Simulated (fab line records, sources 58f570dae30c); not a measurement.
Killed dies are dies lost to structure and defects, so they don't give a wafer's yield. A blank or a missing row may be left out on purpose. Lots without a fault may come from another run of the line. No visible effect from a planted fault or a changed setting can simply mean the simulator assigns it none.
fab line records :: flow berkeley-cmos170 :: part 2 of 2: steps 34 to 45 of 45
record
  lots=5
  wafers=15
  last-day=13
route steps=331 shown ZERO@7 NWELL@14 PWELL@34
lots that met no fault: from a run of the same line without faults
start-h: start of the lot's first displayed wafer, in hours after the record's first day :: wait-h: time in hours since the lot's previous step :: " unchanged from the row above :: L1.1+2: a single row standing in for several wafers :: - either no value or no given start :: * or withheld: withheld :: < > ~ a bound
route shown NAME@n: names a module that has steps shown in the file, with the first one's number in the route :: usual: mean/standard deviation taken from wafers without a fault :: same: alike in all rows :: chamber/n: place in a boat :: sites: readings site by site :: _std_site: their standard deviation :: _edge_site: mean of outer sites minus mean of inner sites :: radius-mm: for every site, how far away it sits from the centre of the wafer :: mask NAME#n: copy n :: behind: the tool/chamber that last shaped the wafer :: hold: why the lot went on hold/how many hours it stayed there/how the hold came to an end :: device: the transistor (n, p or np) that didn't switch :: end of line: tests run on the same wafers once the route is complete :: a step without rows: its recipe alone :: killed: the dies lost at the first sort to structure and to defects; this is not the yield of the wafer :: map: per-die view of a wafer (x killed, . not killed, _ where there is no die)
set.NAME: setting as actually run; set.NAME@STEP: the setting as run at that earlier step :: model.NAME: the simulator's own value behind a step, which no gauge read
certain route steps with their lots: each step a table, each wafer a row
services: from which hour (start-h, from the record's first day; less than 0 if before it) a tool's chamber was out of use, for how many hours, and why
## steps
# step UCB170_PWELL_THK_MEAS_06
# recipe
  reads=Si3N4_of_PWELL_CVD_05
# usual
  PWELL_NITRIDE_THK=219.6/1.8
lot.wafer: L078.1
tool: film-metro-04
chamber: -
start-h: 76.99
wait-h: 0.0
PWELL_NITRIDE_THK[nm]: 221.8

lot.wafer: L078.4
tool: film-metro-04
chamber: -
start-h: 76.99
wait-h: 0.0
PWELL_NITRIDE_THK[nm]: 221.5

lot.wafer: L078.5
tool: film-metro-04
chamber: -
start-h: 76.99
wait-h: 0.0
PWELL_NITRIDE_THK[nm]: 221.6

lot.wafer: L079.1
tool: film-metro-02
chamber: -
start-h: 87.78
wait-h: 0.0
PWELL_NITRIDE_THK[nm]: 219.8

lot.wafer: L079.3
tool: film-metro-02
chamber: -
start-h: 87.78
wait-h: 0.0
PWELL_NITRIDE_THK[nm]: 219.5

lot.wafer: L079.6
tool: film-metro-02
chamber: -
start-h: 87.78
wait-h: 0.0
PWELL_NITRIDE_THK[nm]: 219.2

lot.wafer: L084.1
tool: film-metro-04
chamber: -
start-h: 113.73
wait-h: 0.0
PWELL_NITRIDE_THK[nm]: 218.0

lot.wafer: L084.3
tool: film-metro-04
chamber: -
start-h: 113.73
wait-h: 0.0
PWELL_NITRIDE_THK[nm]: 219.0

lot.wafer: L084.4
tool: film-metro-04
chamber: -
start-h: 113.73
wait-h: 0.0
PWELL_NITRIDE_THK[nm]: 220.9

lot.wafer: L085.1
tool: film-metro-02
chamber: -
start-h: 113.73
wait-h: 0.0
PWELL_NITRIDE_THK[nm]: 218.4

lot.wafer: L085.3
tool: film-metro-02
chamber: -
start-h: 113.73
wait-h: 0.0
PWELL_NITRIDE_THK[nm]: 218.5

lot.wafer: L085.4
tool: film-metro-02
chamber: -
start-h: 113.73
wait-h: 0.0
PWELL_NITRIDE_THK[nm]: 218.7

lot.wafer: L095.2
tool: film-metro-03
chamber: -
start-h: 160.03
wait-h: 0.0
PWELL_NITRIDE_THK[nm]: 215.9

lot.wafer: L095.3
tool: film-metro-03
chamber: -
start-h: 160.03
wait-h: 0.0
PWELL_NITRIDE_THK[nm]: 219.0

lot.wafer: L095.4
tool: film-metro-03
chamber: -
start-h: 160.03
wait-h: 0.0
PWELL_NITRIDE_THK[nm]: 215.8
# step UCB170_PWELL_HMDS_07
# recipe
  prime-time-s=60
  prime-temp-c=100
lot.wafer: L078.1+4+5
tool: litho-track-01
chamber: 0
start-h: 77.05
wait-h: 0.1

lot.wafer: L079.1+3+6
tool: litho-track-02
chamber: 0
start-h: 88.00
wait-h: 0.2

lot.wafer: L085.1+3+4
tool: litho-track-01
chamber: 0
start-h: 114.19
wait-h: 0.4

lot.wafer: L084.1+3+4
tool: litho-track-02
chamber: 0
start-h: 114.40
wait-h: 0.7

lot.wafer: L095.2+3+4
tool: litho-track-01
chamber: 0
start-h: 160.81
wait-h: 0.8
# step UCB170_PWELL_COAT_08
# recipe
  resist=KrF
  spin-rpm=1500
  resist-thk-nm=900
lot.wafer: L078.1+4+5
tool: litho-track-01
chamber: 0
start-h: 77.20
wait-h: 0.1

lot.wafer: L079.1+3+6
tool: litho-track-02
chamber: 0
start-h: 88.15
wait-h: 0.1

lot.wafer: L085.1+3+4
tool: litho-track-01
chamber: 0
start-h: 114.34
wait-h: 0.1

lot.wafer: L084.1+3+4
tool: litho-track-02
chamber: 0
start-h: 114.55
wait-h: 0.1

lot.wafer: L095.2+3+4
tool: litho-track-01
chamber: 0
start-h: 160.96
wait-h: 0.1
# step UCB170_PWELL_SOFTBAKE_09
# recipe
  resist=KrF
  temp-c=130
  time-s=60
lot.wafer: L078.1+4+5
tool: litho-track-01
chamber: 0
start-h: 77.35
wait-h: 0.1

lot.wafer: L079.1+3+6
tool: litho-track-02
chamber: 0
start-h: 88.30
wait-h: 0.1

lot.wafer: L085.1+3+4
tool: litho-track-01
chamber: 0
start-h: 114.49
wait-h: 0.1

lot.wafer: L084.1+3+4
tool: litho-track-02
chamber: 0
start-h: 114.70
wait-h: 0.1

lot.wafer: L095.2+3+4
tool: litho-track-01
chamber: 0
start-h: 161.11
wait-h: 0.1
# step UCB170_PWELL_EXPOSE_10
# recipe
  mask-id=PWELL
  target-cd-nm=3000
  na=0.5
  sigma-outer=0.6
  source-shape=conventional
  dose-mj=19
lot.wafer: L078.1+4+5
tool: krf-scanner-01
chamber: 0
start-h: 77.50
wait-h: 0.1
mask: PWELL#0

lot.wafer: L079.1+3+6
tool: krf-scanner-02
chamber: 0
start-h: 88.61
wait-h: 0.3
mask: PWELL#0

lot.wafer: L085.1+3+4
tool: krf-scanner-01
chamber: 0
start-h: 114.64
wait-h: 0.1
mask: PWELL#0

lot.wafer: L084.1+3+4
tool: krf-scanner-01
chamber: 0
start-h: 114.85
wait-h: 0.1
mask: PWELL#0

lot.wafer: L095.2+3+4
tool: krf-scanner-02
chamber: 0
start-h: 161.25
wait-h: 0.1
mask: PWELL#0
# step UCB170_PWELL_PEB_11
# recipe
  peb-temp-c=130
  peb-time-s=withheld
  resist=KrF
lot.wafer: L078.1+4+5
tool: litho-track-02
chamber: 0
start-h: 77.64
wait-h: 0.1

lot.wafer: L079.1+3+6
tool: litho-track-01
chamber: 0
start-h: 88.92
wait-h: 0.3

lot.wafer: L085.1+3+4
tool: litho-track-02
chamber: 0
start-h: 115.40
wait-h: 0.7

lot.wafer: L084.1+3+4
tool: litho-track-01
chamber: 0
start-h: 115.91
wait-h: 1.0

lot.wafer: L095.2+3+4
tool: litho-track-02
chamber: 0
start-h: 161.61
wait-h: 0.3
# step UCB170_PWELL_DEVELOP_12
# recipe
  developer=TMAH
  develop-time-s=45
  resist=KrF
  dev-temp-c=21
lot.wafer: L078.1+4+5
tool: litho-track-02
chamber: 0
start-h: -
wait-h: -

lot.wafer: L079.1+3+6
tool: litho-track-01
chamber: 0
start-h: -
wait-h: -

lot.wafer: L085.1+3+4
tool: litho-track-02
chamber: 0
start-h: -
wait-h: -

lot.wafer: L084.1+3+4
tool: litho-track-01
chamber: 0
start-h: -
wait-h: -

lot.wafer: L095.2+3+4
tool: litho-track-02
chamber: 0
start-h: -
wait-h: -
# step UCB170_PWELL_OVL_MEAS_13
# usual
  PWELL_OVL=5/6.2
lot.wafer: L078.1
tool: overlay-01
chamber: -
start-h: 77.92
wait-h: -
PWELL_OVL[nm]: 10

lot.wafer: L078.4
tool: overlay-01
chamber: -
start-h: 77.92
wait-h: -
PWELL_OVL[nm]: 9

lot.wafer: L078.5
tool: overlay-01
chamber: -
start-h: 77.92
wait-h: -
PWELL_OVL[nm]: 6

lot.wafer: L079.1
tool: overlay-01
chamber: -
start-h: 89.19
wait-h: -
PWELL_OVL[nm]: 6

lot.wafer: L079.3
tool: overlay-01
chamber: -
start-h: 89.19
wait-h: -
PWELL_OVL[nm]: 7

lot.wafer: L079.6
tool: overlay-01
chamber: -
start-h: 89.19
wait-h: -
PWELL_OVL[nm]: 14

lot.wafer: L085.1
tool: overlay-01
chamber: -
start-h: 115.68
wait-h: -
PWELL_OVL[nm]: -5

lot.wafer: L085.3
tool: overlay-01
chamber: -
start-h: 115.68
wait-h: -
PWELL_OVL[nm]: -7

lot.wafer: L085.4
tool: overlay-01
chamber: -
start-h: 115.68
wait-h: -
PWELL_OVL[nm]: -8

lot.wafer: L084.1
tool: overlay-01
chamber: -
start-h: 116.19
wait-h: -
PWELL_OVL[nm]: 8

lot.wafer: L084.3
tool: overlay-01
chamber: -
start-h: 116.19
wait-h: -
PWELL_OVL[nm]: 3

lot.wafer: L084.4
tool: overlay-01
chamber: -
start-h: 116.19
wait-h: -
PWELL_OVL[nm]: 9

lot.wafer: L095.2
tool: overlay-01
chamber: -
start-h: 161.86
wait-h: -
PWELL_OVL[nm]: -2

lot.wafer: L095.3
tool: overlay-01
chamber: -
start-h: 161.86
wait-h: -
PWELL_OVL[nm]: 1

lot.wafer: L095.4
tool: overlay-01
chamber: -
start-h: 161.86
wait-h: -
PWELL_OVL[nm]: 5
# step UCB170_PWELL_ETCH_14
# recipe
  chemistry=CH3F/Ar/O2
  target=Si3N4
  stop-on=SiO2
  CH3F_flow_sccm=20
  Ar_flow_sccm=50
  O2_flow_sccm=7
  pressure-mtorr=50
  rf-w=450
  target-depth-a=2420
  over-etch-frac=0.1
  time-s=151
# usual
  drypump-motor-current-A=5.5/0.4
  oes-product-au=0.939/0.019
  throttle-valve-pct=8.01/0.11
lot.wafer: L078.1
tool: rie-diel-03
chamber: 1
start-h: 77.95
wait-h: 0.0
drypump-motor-current-A: 5.6
oes-product-au: 0.914
rf-hours-counter-h: 28
throttle-valve-pct: 8.04

lot.wafer: L078.4
tool: rie-diel-03
chamber: 2
start-h: 77.95
wait-h: 0.0
drypump-motor-current-A: 5.5
oes-product-au: 0.961
rf-hours-counter-h: 97
throttle-valve-pct: 8.00

lot.wafer: L078.5
tool: rie-diel-03
chamber: 1
start-h: 77.95
wait-h: 0.0
drypump-motor-current-A: 5.6
oes-product-au: 0.919
rf-hours-counter-h: -
throttle-valve-pct: 8.03

lot.wafer: L079.1
tool: rie-diel-03
chamber: 1
start-h: 89.23
wait-h: 0.0
drypump-motor-current-A: 5.6
oes-product-au: 0.917
rf-hours-counter-h: 29
throttle-valve-pct: 8.04

lot.wafer: L079.3
tool: rie-diel-03
chamber: 0
start-h: 89.23
wait-h: 0.0
drypump-motor-current-A: 5.6
oes-product-au: 0.964
rf-hours-counter-h: 128
throttle-valve-pct: 7.95

lot.wafer: L079.6
tool: rie-diel-03
chamber: 3
start-h: 89.23
wait-h: 0.0
drypump-motor-current-A: 5.1
oes-product-au: 0.939
rf-hours-counter-h: -
throttle-valve-pct: 7.95

lot.wafer: L085.1
tool: rie-diel-02
chamber: 2
start-h: 115.71
wait-h: 0.0
drypump-motor-current-A: 4.9
oes-product-au: 0.966
rf-hours-counter-h: 0
throttle-valve-pct: 7.90

lot.wafer: L085.3
tool: rie-diel-02
chamber: 3
start-h: 115.71
wait-h: 0.0
drypump-motor-current-A: 5.2
oes-product-au: 0.923
rf-hours-counter-h: 159
throttle-valve-pct: 8.16

lot.wafer: L085.4
tool: rie-diel-02
chamber: 0
start-h: 115.71
wait-h: 0.0
drypump-motor-current-A: 5.7
oes-product-au: 0.932
rf-hours-counter-h: 105
throttle-valve-pct: 8.16

lot.wafer: L084.1
tool: rie-diel-01
chamber: 3
start-h: 116.22
wait-h: 0.0
drypump-motor-current-A: 5.4
oes-product-au: 0.932
rf-hours-counter-h: 52
throttle-valve-pct: 8.05

lot.wafer: L084.3
tool: rie-diel-01
chamber: 1
start-h: 116.22
wait-h: 0.0
drypump-motor-current-A: 6.0
oes-product-au: 0.926
rf-hours-counter-h: 139
throttle-valve-pct: 7.98

lot.wafer: L084.4
tool: rie-diel-01
chamber: 2
start-h: 116.22
wait-h: 0.0
drypump-motor-current-A: 5.8
oes-product-au: 0.941
rf-hours-counter-h: 6
throttle-valve-pct: 8.13

lot.wafer: L095.2
tool: rie-diel-02
chamber: 3
start-h: 161.89
wait-h: 0.0
drypump-motor-current-A: 5.3
oes-product-au: 0.935
rf-hours-counter-h: 1
throttle-valve-pct: 8.14

lot.wafer: L095.3
tool: rie-diel-02
chamber: 2
start-h: 161.89
wait-h: 0.0
drypump-motor-current-A: 4.9
oes-product-au: 0.973
rf-hours-counter-h: 3
throttle-valve-pct: 7.89

lot.wafer: L095.4
tool: rie-diel-02
chamber: 0
start-h: 161.89
wait-h: 0.0
drypump-motor-current-A: 5.8
oes-product-au: 0.929
rf-hours-counter-h: 108
throttle-valve-pct: 8.16
# step UCB170_PWELL_IMPLANT_15
# recipe
  species=B
  dose-cm2=4.967e+12
  energy-kev=60
  tilt-deg=7
# usual
  faraday-current-uA=15.8/0.31
lot.wafer: L078.1
tool: implanter-02
chamber: 0
start-h: 78.05
wait-h: 0.1
faraday-current-uA: 15.2

lot.wafer: L078.4
tool: implanter-02
chamber: 0
start-h: 78.05
wait-h: 0.1
faraday-current-uA: 15.3

lot.wafer: L078.5
tool: implanter-02
chamber: 0
start-h: 78.05
wait-h: 0.1
faraday-current-uA: 16.4

lot.wafer: L079.1
tool: implanter-02
chamber: 0
start-h: 89.33
wait-h: 0.1
faraday-current-uA: 15.4

lot.wafer: L079.3
tool: implanter-02
chamber: 0
start-h: 89.33
wait-h: 0.1
faraday-current-uA: 16.1

lot.wafer: L079.6
tool: implanter-02
chamber: 0
start-h: 89.33
wait-h: 0.1
faraday-current-uA: 15.2

lot.wafer: L085.1
tool: implanter-01
chamber: 0
start-h: 115.82
wait-h: 0.1
faraday-current-uA: 16.4

lot.wafer: L085.3
tool: implanter-01
chamber: 0
start-h: 115.82
wait-h: 0.1
faraday-current-uA: 16.1

lot.wafer: L085.4
tool: implanter-01
chamber: 0
start-h: 115.82
wait-h: 0.1
faraday-current-uA: 15.4

lot.wafer: L084.1
tool: implanter-04
chamber: 0
start-h: 116.32
wait-h: 0.1
faraday-current-uA: 15.7

lot.wafer: L084.3
tool: implanter-04
chamber: 0
start-h: 116.32
wait-h: 0.1
faraday-current-uA: 15.7

lot.wafer: L084.4
tool: implanter-04
chamber: 0
start-h: 116.32
wait-h: 0.1
faraday-current-uA: 15.6

lot.wafer: L095.2
tool: implanter-01
chamber: 0
start-h: 162.02
wait-h: 0.1
faraday-current-uA: 15.2

lot.wafer: L095.3
tool: implanter-01
chamber: 0
start-h: 162.02
wait-h: 0.1
faraday-current-uA: 15.8

lot.wafer: L095.4
tool: implanter-01
chamber: 0
start-h: 162.02
wait-h: 0.1
faraday-current-uA: 15.3
# step UCB170_PWELL_STRIP_16
# recipe
  chemistry=O2
  power-w=400
  pressure-mtorr=3500
  platen-temp-c=withheld
  o2-flow-sccm=400
  overash-fraction=0.5
# usual
  drypump-motor-current-A=5.8/0.55
  oes-product-au=0.720/0.0045
  strip-time-to-endpoint-s=18.08/0.062
lot.wafer: L078.1
tool: plasma-asher-04
chamber: 1
start-h: 78.20
wait-h: 0.1
drypump-motor-current-A: 5.7
oes-product-au: 0.717
rf-hours-counter-h: 33
strip-time-to-endpoint-s: 18.12

lot.wafer: L078.4
tool: plasma-asher-04
chamber: 0
start-h: 78.20
wait-h: 0.1
drypump-motor-current-A: 6.3
oes-product-au: 0.723
rf-hours-counter-h: -
strip-time-to-endpoint-s: 18.06

lot.wafer: L078.5
tool: plasma-asher-04
chamber: 1
start-h: 78.20
wait-h: 0.1
drypump-motor-current-A: 5.7
oes-product-au: 0.716
rf-hours-counter-h: -
strip-time-to-endpoint-s: 18.14

lot.wafer: L079.1
tool: plasma-asher-04
chamber: 1
start-h: 89.48
wait-h: 0.1
drypump-motor-current-A: 5.7
oes-product-au: 0.719
rf-hours-counter-h: 34
strip-time-to-endpoint-s: 18.13

lot.wafer: L079.3
tool: plasma-asher-04
chamber: 1
start-h: 89.48
wait-h: 0.1
drypump-motor-current-A: 5.7
oes-product-au: 0.725
rf-hours-counter-h: -
strip-time-to-endpoint-s: 18.04

lot.wafer: L079.6
tool: plasma-asher-04
chamber: 0
start-h: 89.48
wait-h: 0.1
drypump-motor-current-A: 6.3
oes-product-au: 0.717
rf-hours-counter-h: -
strip-time-to-endpoint-s: 18.08

lot.wafer: L085.1
tool: plasma-asher-03
chamber: 0
start-h: 115.97
wait-h: 0.1
drypump-motor-current-A: 5.2
oes-product-au: 0.719
rf-hours-counter-h: 41
strip-time-to-endpoint-s: 18.03

lot.wafer: L085.3
tool: plasma-asher-03
chamber: 1
start-h: 115.97
wait-h: 0.1
drypump-motor-current-A: 6.4
oes-product-au: 0.718
rf-hours-counter-h: -
strip-time-to-endpoint-s: 18.03

lot.wafer: L085.4
tool: plasma-asher-03
chamber: 0
start-h: 115.97
wait-h: 0.1
drypump-motor-current-A: 5.2
oes-product-au: 0.724
rf-hours-counter-h: -
strip-time-to-endpoint-s: 18.09

lot.wafer: L084.1
tool: plasma-asher-03
chamber: 0
start-h: 116.47
wait-h: 0.1
drypump-motor-current-A: 5.2
oes-product-au: 0.719
rf-hours-counter-h: 41
strip-time-to-endpoint-s: 18.13

lot.wafer: L084.3
tool: plasma-asher-03
chamber: 0
start-h: 116.47
wait-h: 0.1
drypump-motor-current-A: 5.2
oes-product-au: 0.724
rf-hours-counter-h: -
strip-time-to-endpoint-s: 18.18

lot.wafer: L084.4
tool: plasma-asher-03
chamber: 1
start-h: 116.47
wait-h: 0.1
drypump-motor-current-A: 6.4
oes-product-au: 0.723
rf-hours-counter-h: -
strip-time-to-endpoint-s: 18.15

lot.wafer: L095.2
tool: plasma-asher-03
chamber: 0
start-h: 162.14
wait-h: 0.1
drypump-motor-current-A: 5.2
oes-product-au: 0.714
rf-hours-counter-h: 47
strip-time-to-endpoint-s: 18.14

lot.wafer: L095.3
tool: plasma-asher-03
chamber: 0
start-h: 162.14
wait-h: 0.1
drypump-motor-current-A: 5.2
oes-product-au: 0.724
rf-hours-counter-h: -
strip-time-to-endpoint-s: 18.07

lot.wafer: L095.4
tool: plasma-asher-03
chamber: 1
start-h: 162.14
wait-h: 0.1
drypump-motor-current-A: 6.4
oes-product-au: 0.723
rf-hours-counter-h: -
strip-time-to-endpoint-s: 18.10
# step UCB170_PWELL_TW_MEAS_17
# usual
  PWELL_TW=381.7/2.9
lot.wafer: L078.1
tool: film-metro-02
chamber: -
start-h: 78.30
wait-h: 0.1
PWELL_TW: 374.6

lot.wafer: L078.4
tool: film-metro-02
chamber: -
start-h: 78.30
wait-h: 0.1
PWELL_TW: 376.0

lot.wafer: L078.5
tool: film-metro-02
chamber: -
start-h: 78.30
wait-h: 0.1
PWELL_TW: 376.1

lot.wafer: L079.1
tool: film-metro-03
chamber: -
start-h: 89.58
wait-h: 0.1
PWELL_TW: 380.2

lot.wafer: L079.3
tool: film-metro-03
chamber: -
start-h: 89.58
wait-h: 0.1
PWELL_TW: 378.2

lot.wafer: L079.6
tool: film-metro-03
chamber: -
start-h: 89.58
wait-h: 0.1
PWELL_TW: 380.8

lot.wafer: L085.1
tool: film-metro-04
chamber: -
start-h: 116.07
wait-h: 0.1
PWELL_TW: 383.1

lot.wafer: L085.3
tool: film-metro-04
chamber: -
start-h: 116.07
wait-h: 0.1
PWELL_TW: 383.6

lot.wafer: L085.4
tool: film-metro-04
chamber: -
start-h: 116.07
wait-h: 0.1
PWELL_TW: 382.5

lot.wafer: L084.1
tool: film-metro-03
chamber: -
start-h: 116.57
wait-h: 0.1
PWELL_TW: 381.3

lot.wafer: L084.3
tool: film-metro-03
chamber: -
start-h: 116.57
wait-h: 0.1
PWELL_TW: 379.2

lot.wafer: L084.4
tool: film-metro-03
chamber: -
start-h: 116.57
wait-h: 0.1
PWELL_TW: 383.7

lot.wafer: L095.2
tool: film-metro-03
chamber: -
start-h: 162.25
wait-h: 0.1
PWELL_TW: 383.3

lot.wafer: L095.3
tool: film-metro-03
chamber: -
start-h: 162.25
wait-h: 0.1
PWELL_TW: 383.8

lot.wafer: L095.4
tool: film-metro-03
chamber: -
start-h: 162.25
wait-h: 0.1
PWELL_TW: 380.1
## services
tool: lpcvd-01
chamber: -
start-h: 16.40
hours: 0.6
kind: repair

tool: wet-bench-02
chamber: -
start-h: 17.55
hours: 3.1
kind: repair

tool: krf-scanner-02
chamber: -
start-h: 25.69
hours: 0.8
kind: pm

tool: implanter-01
chamber: -
start-h: 27.34
hours: 0.6
kind: repair

tool: plasma-asher-04
chamber: -
start-h: 30.51
hours: 11.9
kind: repair

tool: krf-scanner-01
chamber: -
start-h: 35.46
hours: 0.8
kind: pm

tool: furnace-02
chamber: -
start-h: 39.27
hours: 3.1
kind: pm

tool: rie-diel-02
chamber: 1
start-h: 48.26
hours: 14.2
kind: repair

tool: wet-bench-04
chamber: -
start-h: 55.04
hours: 3.2
kind: repair

tool: krf-scanner-01
chamber: -
start-h: 59.56
hours: 1.0
kind: pm

tool: plasma-asher-03
chamber: -
start-h: 60.55
hours: 8.7
kind: repair

tool: rie-diel-02
chamber: 2
start-h: 75.57
hours: 1.6
kind: repair

tool: furnace-02
chamber: -
start-h: 79.64
hours: 5.4
kind: repair

tool: krf-scanner-02
chamber: -
start-h: 89.65
hours: 3.0
kind: repair

tool: krf-scanner-01
chamber: -
start-h: 92.20
hours: 0.8
kind: repair

tool: furnace-01
chamber: -
start-h: 92.48
hours: 3.9
kind: pm

tool: krf-scanner-02
chamber: -
start-h: 103.43
hours: 1.0
kind: pm

tool: plasma-asher-04
chamber: -
start-h: 108.75
hours: 9.0
kind: pm

tool: krf-scanner-02
chamber: -
start-h: 134.54
hours: 1.3
kind: pm

tool: krf-scanner-01
chamber: -
start-h: 135.96
hours: 1.3
kind: pm

tool: krf-scanner-02
chamber: -
start-h: 137.26
hours: 4.0
kind: pm

tool: rie-diel-02
chamber: -
start-h: 151.49
hours: 2.8
kind: pm

tool: krf-scanner-01
chamber: -
start-h: 159.04
hours: 1.3
kind: repair

tool: furnace-02
chamber: -
start-h: 159.79
hours: 3.3
kind: pm
